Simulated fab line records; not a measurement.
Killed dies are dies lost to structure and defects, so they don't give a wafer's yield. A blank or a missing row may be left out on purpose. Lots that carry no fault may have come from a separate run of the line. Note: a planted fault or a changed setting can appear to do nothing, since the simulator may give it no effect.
What tool caused it? / flow berkeley-cmos170 / 21 wafers from 7 lots sampled at 3 of the route's 331 steps

WHAT EACH GAUGE READ, for each wafer
UCB170_GATE_OVL_MEAS_13.
lot=L884; measured=day 8 07:15; on=overlay-02; GATE_OVL (nm)=-8 0 -6
lot=L883; measured=day 8 07:32; on=overlay-02; GATE_OVL (nm)=1 -9 1
lot=L887; measured=day 8 13:46; on=overlay-01; GATE_OVL (nm)=-124 -130 -126 -122 -126 -126
lot=L888; measured=day 8 22:19; on=overlay-01; GATE_OVL (nm)=-130 -139 -138 -127 -139 -135
lot=L892; measured=day 9 15:42; on=overlay-01; GATE_OVL (nm)=-123 -120 -128 -123 -120 -125
lot=L896; measured=day 10 16:49; on=overlay-01; GATE_OVL (nm)=-1 15 0
lot=L902; measured=day 11 22:20; on=overlay-01; GATE_OVL (nm)=2 3 6

WHAT TOOL EACH LOT RAN ON (gives the tool, then ch and the chambers of the sampled wafers, and finally the start)
lot=L884; UCB170_PVT_STRIP_08=plasma-asher-04 ch 0,1, day 7 10:45; UCB170_GATE_EXPOSE_09=krf-scanner-02 ch 0, day 8 06:44
lot=L883; UCB170_PVT_STRIP_08=plasma-asher-02 ch 0, day 7 11:08; UCB170_GATE_EXPOSE_09=krf-scanner-02 ch 0, day 8 06:58
lot=L887; UCB170_PVT_STRIP_08=plasma-asher-01 ch 0,1, day 7 21:52; UCB170_GATE_EXPOSE_09=krf-scanner-02 ch 0, day 8 13:17
lot=L888; UCB170_PVT_STRIP_08=plasma-asher-02 ch 0,1, day 8 06:14; UCB170_GATE_EXPOSE_09=krf-scanner-02 ch 0, day 8 21:38
lot=L892; UCB170_PVT_STRIP_08=plasma-asher-04 ch 0,1, day 8 20:16; UCB170_GATE_EXPOSE_09=krf-scanner-02 ch 0, day 9 14:47
lot=L896; UCB170_PVT_STRIP_08=plasma-asher-04 ch 0, day 9 23:04; UCB170_GATE_EXPOSE_09=krf-scanner-01 ch 0, day 10 15:42
lot=L902; UCB170_PVT_STRIP_08=plasma-asher-04 ch 0,1, day 11 04:44; UCB170_GATE_EXPOSE_09=krf-scanner-01 ch 0, day 11 21:33
- UCB170_PVT_STRIP_08: strips in O2.
- UCB170_GATE_EXPOSE_09: exposes mask POLY, target cd 350 nm.

THE ANSWER, worked out from the rows above alone
Rule: what is usual is taken from the lots themselves. The widest of any qualifying gaps counts: lots, ordered by their means at a reading, are off when they make up no more than a third of the lots, leave a main group of 4 or more, and stand apart from it by 3 or more times the standard deviation of that group's means. If all means in a main group match to the digits the tables above print for the reading, that group is not used. Also off: a lot with no number at a reading for which 4 or more lots have one. Any other lot the step has rows for is counted as sound.
No lot is off on any of the readings shown, so nothing can be concluded from this.

WHAT THE SIMULATOR HAD INSERTED
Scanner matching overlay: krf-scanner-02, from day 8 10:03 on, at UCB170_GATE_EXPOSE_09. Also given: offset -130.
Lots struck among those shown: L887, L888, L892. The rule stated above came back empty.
